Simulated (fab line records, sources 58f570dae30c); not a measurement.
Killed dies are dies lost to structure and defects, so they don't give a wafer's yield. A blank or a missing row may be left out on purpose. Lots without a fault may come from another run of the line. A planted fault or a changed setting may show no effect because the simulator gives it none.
One fault seen from 2 desks | flow berkeley_cmos170 | each desk has only its own numbers; what lay behind them comes last

THE TOOL OWNER'S DESK: krf_scanner-01
The tool's own readings at UCB170_GATE_EXPOSE_09 (exposes mask POLY, target cd 350 nm): means of the sampled wafers that have a number, for each lot that ran on this tool. A lot is out of limits, marked OUT, if its mean lies more than 4 standard deviations from the usual mean; the brackets give that distance.
Columns: A = exposure_dose_mJ_cm2 at UCB170_GATE_EXPOSE_09, usual 20.993
lot  | first seen here | A
L694 | day 6 10:47     | 20.990
L695 | day 6 10:52     | 21.001
L696 | day 6 21:24     | 20.989
L698 | day 7 02:41     | 21.010
L701 | day 7 08:22     | 21.015
L707 | day 8 23:08     | 20.575 (-20) OUT
This desk's finding: out of limits on L707; first on L707, day 8 23:08 (exposure_dose_mJ_cm2 at UCB170_GATE_EXPOSE_09). In limits: L694, L695, L696, L698, L701.

THE METROLOGY DESK
What the gauges read, lot by lot, whatever tool the lot ran on: means of the sampled wafers that have a number. A lot is out of limits, marked OUT, if its mean lies more than 4 standard deviations from the usual mean; the brackets give that distance.
Columns: A = PWELL_OXIDE_THK at UCB170_PWELL_THK_MEAS_03, usual 26.5 nm; B = GATE_POLY_THK at UCB170_GATE_THK_MEAS_05, usual 213.3 nm; C = cd_nm at UCB170_GATE_CD_MEAS_12, usual 350.1 nm
lot  | first seen here | A    | B     | C
L694 | day 2 15:16     | 26.4 | 218.0 | 350.0
L695 | day 2 22:13     | 26.5 | 214.3 | 350.5
L696 | day 3 04:41     | 26.3 | 213.8 | 349.6
L697 | day 3 09:21     | 25.9 | 212.9 | 350.5
L698 | day 3 09:21     | 26.6 | 212.3 | 350.8
L699 | day 3 22:33     | 26.3 | 209.8 | 351.0
L700 | day 3 22:34     | 26.3 | 214.0 | 351.3
L701 | day 3 22:34     | 26.5 | 214.2 | 349.2
L704 | day 4 22:34     | 27.3 | 212.5 | 350.3
L707 | day 5 18:47     | 26.0 | 210.8 | 336.1 (-11) OUT
L711 | day 6 11:19     | 26.4 | 211.8 | 349.0
L712 | day 6 11:20     | 26.1 | 213.7 | 348.4
L713 | day 7 00:01     | 27.3 | 211.4 | 352.1
This desk's finding: out of limits on L707; first on L707, day 8 23:58 (cd_nm at UCB170_GATE_CD_MEAS_12). In limits: L694, L695, L696, L697, L698, L699, L700, L701, L704, L711, L712, L713.

PUT TOGETHER
The tool owner's desk could have raised an alarm at day 8 23:08, on L707.
The metrology desk could have raised an alarm at day 8 23:58, on L707.
Of the lots named, all ran UCB170_GATE_EXPOSE_09 on krf_scanner-01.

WHAT THE SIMULATOR HAD PUT IN
Process parameter drift: krf_scanner-01, from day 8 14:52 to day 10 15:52, at UCB170_GATE_EXPOSE_09. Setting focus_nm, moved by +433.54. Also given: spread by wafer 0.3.
Lots struck among those shown: L707.
Hours from the fault's start to each desk's first reading out of limits: the tool owner's desk, 8; the metrology desk, 9.
